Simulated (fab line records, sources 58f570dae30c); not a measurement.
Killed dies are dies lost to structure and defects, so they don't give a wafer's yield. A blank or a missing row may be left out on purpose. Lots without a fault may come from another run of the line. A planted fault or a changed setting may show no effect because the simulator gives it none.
fab line records | flow berkeley_cmos170 | part 1 of 2: steps 1 to 28 of 40
record lots=5 wafers=15 last_day=11
route steps=331 shown PWELL@47 WELLDRIVE@55 ACTIVE@60 PFIELD@79
lots that met no fault: from a run of the same line without faults
start_h: hours from the record's first day to the start of the lot's first wafer shown | wait_h: hours since the lot's step before | " the same as in the row above | L1.1+2: a row that stands for several wafers | - no value, or no start given | * or withheld: withheld | < > ~ a bound
route shown NAME@n: a module of which the file shows steps, and the number in the route of the first | usual: mean/standard deviation of fault-free wafers | same: alike in all rows | chamber/n: place in a boat | sites: the reading at each site | _std_site: their standard deviation | _edge_site: outer sites' mean less inner sites' | radius_mm: how far each site lies from the wafer's centre | mask NAME#n: copy n | behind: the tool/chamber that last shaped the wafer | hold: why the lot was held/for how many hours/how that ended | device: the transistor (n, p or np) that didn't switch | end of line: the same wafers' tests at the end of the route | a step without rows: its recipe alone | killed: dies lost to structure and defects at the first sort, not the wafer's yield | map: a wafer's dies, x killed, . not, _ none there
set.NAME: the setting as run; set.NAME@STEP: as run at that earlier step | model.NAME: the simulator's own value behind a step, which no gauge read
lots at some steps of the route; a table a step, a row a wafer
services: from which hour (start_h, from the record's first day; less than 0 if before it) a tool's chamber was out of use, for how many hours, and why
## steps
# step UCB170_PWELL_OVL_MEAS_13
# usual PWELL_OVL=1/5.4
# columns lot.wafer tool chamber start_h wait_h PWELL_OVL[nm]
L076.1 overlay-01 - 55.78 - 8
L076.3 " - " " 7
L076.4 " - " " 9
L080.3 overlay-01 - 84.06 - 5
L080.5 " - " " 5
L080.6 " - " " 2
L085.2 overlay-02 - 110.60 - -2
L085.5 " - " " 1
L085.6 " - " " -4
L089.4 overlay-02 - 131.47 - -8
L089.5 " - " " -10
L089.6 " - " " -3
L097.1 overlay-01 - 162.08 - 3
L097.5 " - " " 0
L097.6 " - " " 1
# step UCB170_PWELL_ETCH_14
# recipe chemistry=CH3F/Ar/O2 target=Si3N4 stop_on=SiO2 CH3F_flow_sccm=20 Ar_flow_sccm=50 O2_flow_sccm=7 pressure_mtorr=50 rf_w=450 target_depth_a=2420 over_etch_frac=0.1 time_s=151
# usual O2_flow_sccm=7.003/0.02 drypump_motor_current_A=5.80/0.29 mfc_ar_sccm=50.00/0.15 oes_product_au=0.943/0.013 throttle_valve_pct=8.00/0.14
# columns lot.wafer tool chamber start_h wait_h O2_flow_sccm drypump_motor_current_A mfc_ar_sccm oes_product_au rf_hours_counter_h throttle_valve_pct
L076.1 rie_diel-01 1 55.81 0.0 7.057 5.53 49.94 0.952 6 7.98
L076.3 " 0 " " 7.015 5.26 49.91 0.940 49 8.21
L076.4 " 2 " " 7.009 5.86 49.89 0.927 150 7.82
L080.3 rie_diel-03 3 84.08 0.0 7.038 6.21 49.91 0.935 32 7.99
L080.5 " 0 " " 6.972 5.56 49.92 0.934 - 7.93
L080.6 " 3 " " 7.047 6.15 49.97 0.939 - 7.98
L085.2 rie_diel-01 2 110.63 0.0 7.011 5.82 49.99 0.933 153 7.80
L085.5 " 2 " " 6.978 5.83 50.05 0.931 - 7.81
L085.6 " 3 " " 6.976 6.09 49.84 0.959 - 8.35
L089.4 rie_diel-03 2 131.49 0.0 7.050 5.97 49.86 0.951 99 8.04
L089.5 " 1 " " 6.993 6.19 50.46 0.939 - 7.87
L089.6 " 0 " " 7.001 5.58 50.01 0.947 - 7.94
L097.1 rie_diel-03 0 162.12 0.0 6.987 5.57 50.00 0.949 90 7.95
L097.5 " 1 " " 7.013 6.18 50.23 0.927 - 7.86
L097.6 " 2 " " 6.998 5.97 49.92 0.954 - 8.04
# step UCB170_PWELL_IMPLANT_15
# recipe species=B dose_cm2=5e+12 energy_kev=60 tilt_deg=7
# columns lot.wafer tool chamber start_h wait_h
L076.1+3+4 implanter-03 0 55.91 0.1
L080.3+5+6 implanter-01 0 84.23 0.1
L085.2+5+6 implanter-03 0 110.76 0.1
L089.4+5+6 implanter-01 0 131.66 0.1
L097.1+5+6 implanter-03 0 162.22 0.1
# step UCB170_PWELL_STRIP_16
# recipe chemistry=O2 power_w=400 pressure_mtorr=3500 platen_temp_c=withheld o2_flow_sccm=400 overash_fraction=0.5
# usual drypump_motor_current_A=6.04/0.19 oes_product_au=0.721/0.0048 strip_time_to_endpoint_s=17.84/0.082
# columns lot.wafer tool chamber start_h wait_h drypump_motor_current_A oes_product_au rf_hours_counter_h strip_time_to_endpoint_s
L076.1 plasma_asher-02 0 56.06 0.1 6.17 0.724 34 17.85
L076.3 " 1 " " 5.76 0.724 - 17.88
L076.4 " 0 " " 6.15 0.710 - 17.78
L080.3 plasma_asher-03 1 84.37 0.1 6.05 0.720 - 17.98
L080.5 " 1 " " 6.04 0.727 - 17.97
L080.6 " 0 " " 6.20 0.733 - 17.90
L085.2 plasma_asher-01 1 110.88 0.1 5.80 0.720 44 17.82
L085.5 " 1 " " 5.80 0.709 - 17.79
L085.6 " 0 " " 6.30 0.721 - 17.78
L089.4 plasma_asher-02 1 131.77 0.1 5.80 0.717 - 17.85
L089.5 " 1 " " 5.80 0.724 - 17.85
L089.6 " 0 " " 6.16 0.721 - 17.75
L097.1 plasma_asher-03 1 162.37 0.1 6.04 0.718 5 17.78
L097.5 " 1 " " 6.06 0.716 - 17.94
L097.6 " 0 " " 6.23 0.721 - 17.91
# step UCB170_PWELL_TW_MEAS_17
# usual PWELL_TW=381/3.3
# columns lot.wafer tool chamber start_h wait_h PWELL_TW
L076.1 film_metro-03 - 56.16 0.1 379
L076.3 " - " " 379
L076.4 " - " " 379
L080.3 film_metro-01 - 84.45 0.1 381
L080.5 " - " " 381
L080.6 " - " " 383
L085.2 film_metro-01 - 110.99 0.1 384
L085.5 " - " " 386
L085.6 " - " " 386
L089.4 film_metro-04 - 131.87 0.1 378
L089.5 " - " " 377
L089.6 " - " " 378
L097.1 film_metro-01 - 162.47 0.1 385
L097.5 " - " " 384
L097.6 " - " " 384
# step UCB170_PWELL_CLEAN_18
# recipe chemistry=SPM temp_c=120 time_s=600
# usual bath_heat_duty_pct=13.9/0.96
# columns lot.wafer tool chamber start_h wait_h bath_heat_duty_pct
L076.1 wet_bench-02 1 56.22 0.1 13.3
L076.3 " 1 " " 13.4
L076.4 " 1 " " 14.2
L080.3 wet_bench-04 0 84.49 0.0 13.5
L080.5 " 0 " " 13.4
L080.6 " 0 " " 13.4
L085.2 wet_bench-04 3 111.04 0.0 12.6
L085.5 " 3 " " 14.0
L085.6 " 3 " " 13.3
L089.4 wet_bench-03 1 132.91 1.0 12.5
L089.5 " 1 " " 13.3
L089.6 " 1 " " 12.3
L097.1 wet_bench-02 0 162.85 0.4 13.7
L097.5 " 0 " " 15.0
L097.6 " 0 " " 15.6
# step UCB170_PWELL_WET_ETCH_19
# recipe chemistry=H3PO4 target=Si3N4 temp_c=160 time_s=14400
# usual bath_heat_duty_pct=27.5/1.6
# columns lot.wafer tool chamber start_h wait_h bath_heat_duty_pct
L076.1 wet_bench-02 0 56.41 0.0 27.1
L076.3 " 0 " " 28.4
L076.4 " 0 " " 28.8
L080.3 wet_bench-04 1 84.84 0.2 27.4
L080.5 " 1 " " 27.3
L080.6 " 1 " " 26.5
L085.2 wet_bench-02 2 111.22 0.0 28.6
L085.5 " 2 " " 28.3
L085.6 " 2 " " 30.0
L089.4 wet_bench-03 1 133.33 0.2 25.8
L089.5 " 1 " " 26.1
L089.6 " 1 " " 27.3
L097.1 wet_bench-02 2 163.10 0.1 29.8
L097.5 " 2 " " 30.9
L097.6 " 2 " " 31.4
# step UCB170_PWELL_WET_ETCH_20
# recipe chemistry=BOE dilution=5:1 target=SiO2 temp_c=25 time_s=22
# usual bath_heat_duty_pct=6.4/0.57
# columns lot.wafer tool chamber start_h wait_h bath_heat_duty_pct
L076.1 wet_bench-04 0 60.79 0.0 5.9
L076.3 " 0 " " 6.0
L076.4 " 0 " " 6.7
L080.3 wet_bench-04 0 89.28 0.4 6.4
L080.5 " 0 " " 5.2
L080.6 " 0 " " 5.6
L085.2 wet_bench-02 1 115.81 0.2 5.5
L085.5 " 1 " " 5.8
L085.6 " 1 " " 6.3
L089.4 wet_bench-04 3 137.34 0.0 6.4
L089.5 " 3 " " 6.3
L089.6 " 3 " " 5.5
L097.1 wet_bench-02 1 167.11 0.0 7.0
L097.5 " 1 " " 6.3
L097.6 " 1 " " 7.0
# step UCB170_WELLDRIVE_CLEAN_00
# recipe chemistry=SPM temp_c=120 time_s=600
# usual bath_heat_duty_pct=13.6/1.1
# columns lot.wafer tool chamber start_h wait_h bath_heat_duty_pct
L076.1 wet_bench-03 1 60.80 0.0 13.3
L076.3 " 1 " " 12.8
L076.4 " 1 " " 12.0
L080.3 wet_bench-04 0 89.47 0.2 12.9
L080.5 " 0 " " 12.2
L080.6 " 0 " " 13.2
L085.2 wet_bench-02 2 116.00 0.2 14.4
L085.5 " 2 " " 13.9
L085.6 " 2 " " 15.2
L089.4 wet_bench-03 0 137.35 0.0 13.8
L089.5 " 0 " " 12.9
L089.6 " 0 " " 15.0
L097.1 wet_bench-02 3 167.12 0.0 11.9
L097.5 " 3 " " 13.1
L097.6 " 3 " " 13.1
# step UCB170_WELLDRIVE_OXIDATION_01
# recipe temp_c=1100 ambient=O2 target_thk_a=1990 ox_time_s=9000
# usual tube_center_temp_C_max=1102.8/0.43
# columns lot.wafer tool chamber start_h wait_h tube_center_temp_C_max
L076.1 furnace-02 0 64.89 3.9 1103.0
L076.3 " 0 " " 1102.1
L076.4 " 0 " " 1102.2
L080.3 furnace-01 0 91.34 1.7 1102.8
L080.5 " 0 " " 1103.2
L080.6 " 0 " " 1103.0
L085.2 furnace-02 0 118.05 1.9 1102.7
L085.5 " 0 " " 1102.7
L085.6 " 0 " " 1102.8
L089.4 furnace-02 0 141.35 3.8 1103.5
L089.5 " 0 " " 1103.2
L089.6 " 0 " " 1102.7
L097.1 furnace-02 0 167.48 0.2 1102.9
L097.5 " 0 " " 1103.1
L097.6 " 0 " " 1103.1
# step UCB170_WELLDRIVE_THK_MEAS_02
# recipe reads=SiO2_of_WELLDRIVE_OXIDATION_01
# usual WELLDRIVE_OXIDE_THK=198/4.2
# columns lot.wafer tool chamber start_h wait_h WELLDRIVE_OXIDE_THK[nm]
L076.1 film_metro-03 - 68.39 0.0 203
L076.3 " - " " 202
L076.4 " - " " 206
L080.3 film_metro-02 - 94.86 0.0 198
L080.5 " - " " 199
L080.6 " - " " 197
L085.2 film_metro-02 - 121.56 0.0 195
L085.5 " - " " 200
L085.6 " - " " 193
L089.4 film_metro-04 - 144.88 0.0 198
L089.5 " - " " 195
L089.6 " - " " 198
L097.1 film_metro-02 - 170.98 0.0 196
L097.5 " - " " 199
L097.6 " - " " 197
# step UCB170_WELLDRIVE_ANNEAL_03
# recipe temp_c=1100 time_s=900 ambient=N2
# usual tube_center_temp_C_max=1102.8/0.45
# columns lot.wafer tool chamber start_h wait_h tube_center_temp_C_max
L076.1 furnace-04 0 71.97 3.6 1102.7
L076.3 " 0 " " 1102.2
L076.4 " 0 " " 1102.0
L080.3 furnace-04 0 99.28 4.4 1102.5
L080.5 " 0 " " 1102.9
L080.6 " 0 " " 1103.0
L085.2 furnace-04 0 124.50 2.9 1103.1
L085.5 " 0 " " 1102.5
L085.6 " 0 " " 1102.4
L089.4 furnace-02 0 150.95 6.1 1103.3
L089.5 " 0 " " 1102.9
L089.6 " 0 " " 1102.9
L097.1 furnace-02 0 173.58 2.6 1103.3
L097.5 " 0 " " 1102.9
L097.6 " 0 " " 1102.4
# step UCB170_WELLDRIVE_WET_ETCH_04
# recipe chemistry=BOE dilution=5:1 target=SiO2 temp_c=25 time_s=120
# usual bath_heat_duty_pct=6.3/0.54
# columns lot.wafer tool chamber start_h wait_h bath_heat_duty_pct
L076.1 wet_bench-02 2 73.39 0.2 7.6
L076.3 " 2 " " 7.6
L076.4 " 2 " " 6.7
L080.3 wet_bench-03 0 100.53 0.0 6.3
L080.5 " 0 " " 6.8
L080.6 " 0 " " 6.8
L085.2 wet_bench-04 1 126.75 1.0 5.9
L085.5 " 1 " " 6.5
L085.6 " 1 " " 6.7
L089.4 wet_bench-03 1 152.20 0.0 6.2
L089.5 " 1 " " 6.6
L089.6 " 1 " " 6.9
L097.1 wet_bench-04 0 174.83 0.0 6.8
L097.5 " 0 " " 5.9
L097.6 " 0 " " 6.6
# step UCB170_ACTIVE_CLEAN_00
# recipe chemistry=SPM temp_c=120 time_s=600
# usual bath_heat_duty_pct=13.8/1
# columns lot.wafer tool chamber start_h wait_h bath_heat_duty_pct
L076.1 wet_bench-02 3 73.43 0.0 12.9
L076.3 " 3 " " 12.6
L076.4 " 3 " " 12.7
L080.3 wet_bench-03 1 100.58 0.0 12.8
L080.5 " 1 " " 12.4
L080.6 " 1 " " 11.8
L085.2 wet_bench-04 0 126.81 0.0 14.5
L085.5 " 0 " " 13.4
L085.6 " 0 " " 14.5
L089.4 wet_bench-04 2 152.24 0.0 14.4
L089.5 " 2 " " 15.8
L089.6 " 2 " " 14.5
L097.1 wet_bench-02 2 174.87 0.0 13.3
L097.5 " 2 " " 14.0
L097.6 " 2 " " 14.5
# step UCB170_ACTIVE_CLEAN_01
# recipe chemistry=dHF dilution=25:1 time_s=60
# columns lot.wafer tool chamber start_h wait_h
L076.1+3+4 wet_bench-02 0 73.78 0.2
L080.3+5+6 wet_bench-03 0 100.75 0.0
L085.2+5+6 wet_bench-04 3 127.00 0.0
L089.4+5+6 wet_bench-02 2 152.41 0.0
L097.1+5+6 wet_bench-04 2 175.05 0.0
# step UCB170_ACTIVE_OXIDATION_02
# recipe temp_c=1000 ambient=O2 target_thk_a=264 ox_time_s=1260
# usual tube_center_temp_C_max=1002.6/0.45
# columns lot.wafer tool chamber start_h wait_h tube_center_temp_C_max
L076.1 furnace-01 0 78.06 4.3 1002.1
L076.3 " 0 " " 1002.4
L076.4 " 0 " " 1004.4
L080.3 furnace-03 0 105.61 4.8 1003.1
L080.5 " 0 " " 1002.0
L080.6 " 0 " " 1003.1
L085.2 furnace-03 0 130.69 3.7 1002.5
L085.5 " 0 " " 1002.4
L085.6 " 0 " " 1002.9
L089.4 furnace-04 0 155.56 3.1 1002.5
L089.5 " 0 " " 1002.2
L089.6 " 0 " " 1002.2
L097.1 furnace-03 0 178.46 3.4 1002.5
L097.5 " 0 " " 1002.0
L097.6 " 0 " " 1002.9
# step UCB170_ACTIVE_THK_MEAS_03
# recipe reads=SiO2_of_ACTIVE_OXIDATION_02
# usual ACTIVE_OXIDE_THK=26.3/0.41
# columns lot.wafer tool chamber start_h wait_h ACTIVE_OXIDE_THK[nm]
L076.1 film_metro-04 - 79.41 0.0 25.3
L076.3 " - " " 25.2
L076.4 " - " " 25.4
L080.3 film_metro-04 - 106.98 0.0 27.0
L080.5 " - " " 26.9
L080.6 " - " " 26.5
L085.2 film_metro-02 - 132.08 0.0 26.9
L085.5 " - " " 26.4
L085.6 " - " " 26.4
L089.4 film_metro-02 - 156.98 0.1 26.3
L089.5 " - " " 26.3
L089.6 " - " " 26.3
L097.1 film_metro-04 - 179.81 0.0 26.6
L097.5 " - " " 26.5
L097.6 " - " " 26.0
# step UCB170_ACTIVE_ANNEAL_04
# recipe temp_c=1000 time_s=900 ambient=N2
# usual tube_center_temp_C_max=1002.5/0.44
# columns lot.wafer tool chamber start_h wait_h tube_center_temp_C_max
L076.1 furnace-04 0 84.07 4.7 1002.6
L076.3 " 0 " " 1002.4
L076.4 " 0 " " 1002.6
L080.3 furnace-04 0 111.08 4.1 1002.2
L080.5 " 0 " " 1002.5
L080.6 " 0 " " 1001.9
L085.2 furnace-01 0 136.04 3.9 1001.9
L085.5 " 0 " " 1002.5
L085.6 " 0 " " 1002.5
L089.4 furnace-04 0 158.41 1.4 1002.6
L089.5 " 0 " " 1002.5
L089.6 " 0 " " 1001.6
L097.1 furnace-03 0 182.56 2.7 1002.2
L097.5 " 0 " " 1003.1
L097.6 " 0 " " 1002.8
# step UCB170_ACTIVE_CVD_05
# recipe material=Si3N4 target_thk_nm=220 temp_c=800 precursor=SiH2Cl2/NH3 time_s=3300 pressure_mtorr=200 sih2cl2_flow_sccm=25 nh3_flow_sccm=75
# columns lot.wafer tool chamber start_h wait_h
L076.1+3+4 lpcvd-02 1 85.32 0.0
L080.3+5+6 lpcvd-01 1 112.33 0.0
L085.2+5+6 lpcvd-01 0 137.30 0.0
L089.4+5+6 lpcvd-01 1 159.85 0.2
L097.1+5+6 lpcvd-01 0 183.81 0.0
# step UCB170_ACTIVE_THK_MEAS_06
# recipe reads=Si3N4_of_ACTIVE_CVD_05
# usual ACTIVE_NITRIDE_THK=219.4/1.8
# columns lot.wafer tool chamber start_h wait_h ACTIVE_NITRIDE_THK[nm]
L076.1 film_metro-01 - 87.24 0.0 218.8
L076.3 " - " " 219.6
L076.4 " - " " 219.7
L080.3 film_metro-04 - 114.27 0.0 217.8
L080.5 " - " " 218.5
L080.6 " - " " 219.3
L085.2 film_metro-02 - 139.22 0.0 220.4
L085.5 " - " " 218.7
L085.6 " - " " 218.4
L089.4 film_metro-02 - 161.79 0.0 217.4
L089.5 " - " " 217.1
L089.6 " - " " 217.7
L097.1 film_metro-01 - 185.73 0.0 220.3
L097.5 " - " " 218.9
L097.6 " - " " 218.1
# step UCB170_ACTIVE_HMDS_07
# recipe prime_time_s=60 prime_temp_c=100
# columns lot.wafer tool chamber start_h wait_h
L076.1+3+4 litho_track-01 0 87.30 0.1
L080.3+5+6 litho_track-04 0 114.36 0.1
L085.2+5+6 litho_track-04 0 139.30 0.1
L089.4+5+6 litho_track-01 0 162.15 0.4
L097.1+5+6 litho_track-01 0 186.02 0.3
# step UCB170_ACTIVE_COAT_08
# recipe resist=KrF spin_rpm=1514 resist_thk_nm=900
# columns lot.wafer tool chamber start_h wait_h
L076.1+3+4 litho_track-01 0 87.45 0.1
L080.3+5+6 litho_track-04 0 114.51 0.1
L085.2+5+6 litho_track-04 0 139.45 0.1
L089.4+5+6 litho_track-01 0 162.30 0.1
L097.1+5+6 litho_track-01 0 186.17 0.1
# step UCB170_ACTIVE_SOFTBAKE_09
# recipe resist=KrF temp_c=130 time_s=57.21
# columns lot.wafer tool chamber start_h wait_h
L076.1+3+4 litho_track-01 0 87.60 0.1
L080.3+5+6 litho_track-04 0 114.66 0.1
L085.2+5+6 litho_track-04 0 139.60 0.1
L089.4+5+6 litho_track-01 0 162.45 0.1
L097.1+5+6 litho_track-01 0 186.32 0.1
# step UCB170_ACTIVE_EXPOSE_10
# recipe mask_id=ACTIVE target_cd_nm=1200 na=0.5 sigma_outer=0.6 source_shape=conventional dose_mj=20
# usual exposure_dose_mJ_cm2=20.061/0.02
# columns lot.wafer tool chamber start_h wait_h mask exposure_dose_mJ_cm2
L076.1 krf_scanner-02 0 87.75 0.1 ACTIVE#0 20.077
L076.3 " 0 " " ACTIVE#0 20.056
L076.4 " 0 " " ACTIVE#0 20.059
L080.3 krf_scanner-01 0 114.92 0.2 ACTIVE#0 20.035
L080.5 " 0 " " ACTIVE#0 20.062
L080.6 " 0 " " ACTIVE#0 20.041
L085.2 krf_scanner-01 0 139.86 0.2 ACTIVE#0 20.076
L085.5 " 0 " " ACTIVE#0 20.046
L085.6 " 0 " " ACTIVE#0 20.068
L089.4 krf_scanner-02 0 162.76 0.3 ACTIVE#0 20.060
L089.5 " 0 " " ACTIVE#0 20.069
L089.6 " 0 " " ACTIVE#0 20.066
L097.1 krf_scanner-02 0 186.47 0.1 ACTIVE#0 20.059
L097.5 " 0 " " ACTIVE#0 20.091
L097.6 " 0 " " ACTIVE#0 20.098
# step UCB170_ACTIVE_PEB_11
# recipe peb_temp_c=130 peb_time_s=withheld resist=KrF
# columns lot.wafer tool chamber start_h wait_h
L076.1+3+4 litho_track-01 0 87.87 0.1
L080.3+5+6 litho_track-02 0 115.05 0.1
L085.2+5+6 litho_track-04 0 139.98 0.1
L089.4+5+6 litho_track-04 0 162.89 0.1
L097.1+5+6 litho_track-02 0 187.05 0.6
# step UCB170_ACTIVE_DEVELOP_12
# recipe developer=TMAH develop_time_s=45 resist=KrF dev_temp_c=21
# columns lot.wafer tool chamber start_h wait_h
L076.1+3+4 litho_track-01 0 - -
L080.3+5+6 litho_track-02 0 - -
L085.2+5+6 litho_track-04 0 - -
L089.4+5+6 litho_track-04 0 - -
L097.1+5+6 litho_track-02 0 - -
# step UCB170_ACTIVE_CD_MEAS_13
# recipe target_cd_nm=1200
# usual cd_nm=1200.0/1.4
# columns lot.wafer tool chamber start_h wait_h cd_nm
L076.1 cd_sem-02 - 88.14 - 1201.2
L076.3 " - " " 1202.4
L076.4 " - " " 1200.5
L080.3 cd_sem-01 - 115.32 - 1200.0
L080.5 " - " " 1203.4
L080.6 " - " " 1203.0
L085.2 cd_sem-02 - 140.25 - 1198.2
L085.5 " - " " 1199.1
L085.6 " - " " 1198.6
L089.4 cd_sem-01 - 163.15 - 1200.3
L089.5 " - " " 1200.7
L089.6 " - " " 1200.3
L097.1 cd_sem-01 - 187.44 - 1199.0
L097.5 " - " " 1198.6
L097.6 " - " " 1199.8
# step UCB170_ACTIVE_OVL_MEAS_14
# usual ACTIVE_OVL=0/5.3
# columns lot.wafer tool chamber start_h wait_h ACTIVE_OVL[nm]
L076.1 overlay-02 - 88.26 0.1 3
L076.3 " - " " 5
L076.4 " - " " -5
L080.3 overlay-01 - 115.41 0.1 -2
L080.5 " - " " 3
L080.6 " - " " 1
L085.2 overlay-02 - 140.36 0.1 0
L085.5 " - " " 10
L085.6 " - " " 3
L089.4 overlay-02 - 163.23 0.1 7
L089.5 " - " " 4
L089.6 " - " " 5
L097.1 overlay-01 - 187.56 0.1 5
L097.5 " - " " 1
L097.6 " - " " 8
